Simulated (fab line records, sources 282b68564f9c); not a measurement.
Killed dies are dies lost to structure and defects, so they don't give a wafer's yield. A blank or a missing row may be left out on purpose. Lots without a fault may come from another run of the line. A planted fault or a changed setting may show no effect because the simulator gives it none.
A struck lot beside a sound one | flow rit_cmos | 43 steps out of a route of 202
Sound: wafers L829.2, L829.3, L829.4. Struck: wafers L844.2, L844.5, L844.6. The cause comes at the end.
At each step with rows: each side's tool, then ch and its chambers, then its first start. Under that, the readings that differ: sound wafers | struck wafers | difference of the means | sigmas: that difference in standard deviations of wafers without a fault.
alike: readings whose means differ by less than 2 such deviations, and words and numbers that are the same on both sides. not compared: withheld readings, readings that some wafer has no value for, bounds like >300 that may hide the same value, and numbers for which the record gives no deviation and whose values overlap.
The two part at a step that has a row with sigmas, a row that says differs or no value, or rows on one side only. Numbers that don't overlap but have no deviation are shown without sigmas and don't part them. A reading that every wafer of one side lacks parts them only if that side has two wafers or more.

first, 2 steps without rows for these wafers: RIT_FOX2_CLEAN_02 (cleans in dHF, time 180 s); RIT_FOX2_WET_ETCH_03 (etches Si3N4 in H3PO4, target depth 195 nm, time 2700 s).
RIT_FOX2_THK_MEAS_90:
  sound on film_metro-01, day 3 12:32; struck on film_metro-04, day 6 17:12
  reading                     | sound       | struck      | difference | sigmas
  FIELD_OXIDE_LEFT_1_THK (nm) | 335 337 330 | 316 324 319 | -14        | -3
then, 6 steps without rows for these wafers: RIT_NWELL_HMDS_00 (prime time 61.01 s); RIT_NWELL_COAT_01 (resist thk 1300 nm); RIT_NWELL_SOFTBAKE_02 (time 60 s); RIT_NWELL_EXPOSE_03 (exposes mask M2, target cd 43900 nm); RIT_NWELL_PEB_04; RIT_NWELL_DEVELOP_05 (develop time 68 s).
RIT_NWELL_OVL_MEAS_06:
  sound on overlay-01, day 3 13:35; struck on overlay-01, day 6 18:16
  alike: NWELL_OVL
then, 2 steps without rows for these wafers: RIT_NWELL_HARDBAKE_07 (time 120 s); RIT_NWELL_IMPLANT_08.
RIT_NWELL_STRIP_09: strips in O2, time 180 s.
  sound on plasma_asher-04 ch 0,1, day 3 14:01; struck on plasma_asher-04 ch 0,1, day 6 18:41
  alike: drypump_motor_current_A, o2_flow_sccm
  not compared: rf_hours_counter_h
RIT_NWELL_TW_MEAS_10:
  sound on film_metro-04, day 3 14:12; struck on film_metro-03, day 6 18:53
  alike: NWELL_TW
then, 6 steps without rows for these wafers: RIT_PWELL_HMDS_00 (prime time 60 s); RIT_PWELL_COAT_01 (resist thk 1300 nm); RIT_PWELL_SOFTBAKE_02 (time 60 s); RIT_PWELL_EXPOSE_03 (exposes mask M3, target cd 43700 nm); RIT_PWELL_PEB_04; RIT_PWELL_DEVELOP_05 (develop time 68 s).
RIT_PWELL_OVL_MEAS_06:
  sound on overlay-01, day 3 15:08; struck on overlay-01, day 6 19:49
  alike: PWELL_OVL
then, 2 steps without rows for these wafers: RIT_PWELL_HARDBAKE_07 (time 120 s); RIT_PWELL_IMPLANT_08.
RIT_PWELL_STRIP_09: strips in O2, time 180 s.
  sound on plasma_asher-03 ch 0,1, day 3 15:34; struck on plasma_asher-04 ch 0,1, day 6 20:14
  alike: drypump_motor_current_A, o2_flow_sccm
  not compared: rf_hours_counter_h
RIT_PWELL_TW_MEAS_10:
  sound on film_metro-04, day 3 15:45; struck on film_metro-04, day 6 20:26
  alike: PWELL_TW
then, 1 step without rows for these wafers: RIT_WELLDRIVE_ANNEAL_00 (time 14700 s).
RIT_WELLDRIVE_RS_MEAS_01: measures by four-point-probe.
  sound on film_metro-04, day 3 20:55; struck on film_metro-01, day 7 01:35
  alike: NWELL_RS
RIT_WELLDRIVE_RS_MEAS_02: measures by four-point-probe.
  sound on film_metro-04, day 3 21:02; struck on film_metro-01, day 7 01:42
  alike: PWELL_RS
then, 6 steps without rows for these wafers: RIT_NRETRO_HMDS_00 (prime time 60 s); RIT_NRETRO_COAT_01 (resist thk 1300 nm); RIT_NRETRO_SOFTBAKE_02 (time 60 s); RIT_NRETRO_EXPOSE_03 (exposes mask M4, target cd 43900 nm); RIT_NRETRO_PEB_04; RIT_NRETRO_DEVELOP_05 (develop time 68 s).
RIT_NRETRO_OVL_MEAS_06:
  sound on overlay-01, day 3 22:08; struck on overlay-01, day 7 03:03
  alike: NRETRO_OVL
then, 2 steps without rows for these wafers: RIT_NRETRO_HARDBAKE_07 (time 120 s); RIT_NRETRO_IMPLANT_08.
RIT_NRETRO_STRIP_09: strips in O2, time 180 s.
  sound on plasma_asher-03 ch 0,1, day 3 22:34; struck on plasma_asher-03 ch 0,1, day 7 03:29
  alike: drypump_motor_current_A, o2_flow_sccm
  not compared: rf_hours_counter_h
RIT_NRETRO_TW_MEAS_10:
  sound on film_metro-02, day 3 22:45; struck on film_metro-02, day 7 03:40
  alike: NRETRO_TW
then, 3 steps without rows for these wafers: RIT_PRETRO_HMDS_00 (prime time 60 s); RIT_PRETRO_COAT_01 (resist thk 1300 nm); RIT_PRETRO_SOFTBAKE_02 (time 60 s).
RIT_M1_PROBE_99:
  sound on prober-01, day 5 04:25; struck on prober-02, day 8 07:41
  reading             | sound   | struck   | difference | sigmas
  killed_at_front_end | 10 6 12 | 36 37 25 | +23        | +7
  killed_dies         | 10 6 12 | 37 37 25 | +24        | +7
  alike: killed_at_contacts, killed_open, killed_short

WHERE THEY PART
First at RIT_FOX2_THK_MEAS_90; last, within this record, at RIT_M1_PROBE_99.

WHY: what the simulator had put in
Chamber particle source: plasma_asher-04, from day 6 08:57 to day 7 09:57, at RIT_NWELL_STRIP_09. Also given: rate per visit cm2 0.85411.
